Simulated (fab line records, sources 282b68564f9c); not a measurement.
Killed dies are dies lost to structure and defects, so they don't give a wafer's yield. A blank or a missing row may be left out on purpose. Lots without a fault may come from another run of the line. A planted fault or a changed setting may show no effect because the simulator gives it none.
Problem report in the 8D (eight disciplines) form, filled by code | flow rit_cmos | the parts of the form that need people (team, actions taken, sign-off) are left out

1. THE PROBLEM
rf_fwd_power_W at RIT_SPACER_ETCHBACK_05 reads a mean of 209.9 W on 1 wafer of 1 lot; wafers without a fault read 249.5 W with a standard deviation of 0.81. That is -49 standard deviations from the usual mean.
The step: etches Si3N4 in SF6/CHF3, stops on SiO2, target depth 250 nm, time 240 s.
First seen on wafer L418.1, day 4 15:32, on rie_diel-02. The record holds 39 wafers of 13 lots with a number at this step. Rule for "out", or "out of limits": more than 4 standard deviations from the usual mean. The other wafers with a number count as sound.

2. WHAT IT IS AND WHAT IT IS NOT
question                    | is               | is not
which readings at this step | rf_fwd_power_W   | drypump_motor_current_A, oes_product_au, throttle_valve_pct
which lots                  | L418             | L410, L412, L414, L415, L424, L425, L426, L427, L429, L430, L431, L432
which wafers of those lots  | L418.1           | L418.3, L418.5
read on which tools         | rie_diel-02      | rie_diel-03, rie_diel-04
when                        | from day 4 15:32 | up to then (14 sound wafers); but 24 sound wafers of L424, L425, L426, L427, L429, L430, L431, L432 came after

3. SUSPECTS, AND WHAT RULES EACH OUT
Counting: a tool at a process step up to the reading stays a suspect if it ran every lot that is out. Sound lots after the first of them don't rule it out here, since some wafers of a struck lot are sound.
- plasma_asher-04 at RIT_PLDD_STRIP_09 (strips in O2, time 180 s): kept. It ran the lot that is out, L418 (day 4 12:57); its last sound lot up to then is L415 (day 4 01:52).
- rie_diel-02 at RIT_SPACER_ETCHBACK_05 (etches Si3N4 in SF6/CHF3, stops on SiO2, target depth 250 nm, time 240 s): kept. It ran the lot that is out, L418 (day 4 15:32); its last sound lot up to then is L415 (day 4 04:44). Its own readings are out on those wafers: rf_fwd_power_W.
- Within plasma_asher-04 at RIT_PLDD_STRIP_09: the wafers that are out ran in chamber 0; their sound lot-mates ran in chamber 1.
- Within rie_diel-02 at RIT_SPACER_ETCHBACK_05: the wafers that are out ran in chamber 3; their sound lot-mates ran in chambers 0, 1.
Left after counting: plasma_asher-04 at RIT_PLDD_STRIP_09, rie_diel-02 at RIT_SPACER_ETCHBACK_05.

4. THE CAUSE (what the simulator had put in)
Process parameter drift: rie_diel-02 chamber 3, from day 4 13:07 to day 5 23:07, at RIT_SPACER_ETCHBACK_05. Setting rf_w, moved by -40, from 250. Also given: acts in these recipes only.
Counting left 2 suspects, and this tool is among them.

5. THE CHAIN OF EFFECTS, in route order
Each row: a reading whose mean over the struck wafers that have a number lies more than 3 standard deviations from the usual. Only readings for which the record gives a usual standard deviation are gone through. hours: the time from each lot's start at the first step in this table that gives one to its start at this step, as a median over the lots. sigmas: the change in usual standard deviations.
hours | step                   | reading        | usual   | on struck wafers | change | sigmas
0     | RIT_SPACER_ETCHBACK_05 | rf_fwd_power_W | 249.5 W | 209.9            | -39.6  | -49
The process steps in it:
- RIT_SPACER_ETCHBACK_05: etches Si3N4 in SF6/CHF3, stops on SiO2, target depth 250 nm, time 240 s.

6. WHAT WOULD HAVE CAUGHT IT SOONER
In this record the first reading out of limits was taken at day 4 15:32, 2 hours after the fault began at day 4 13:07.
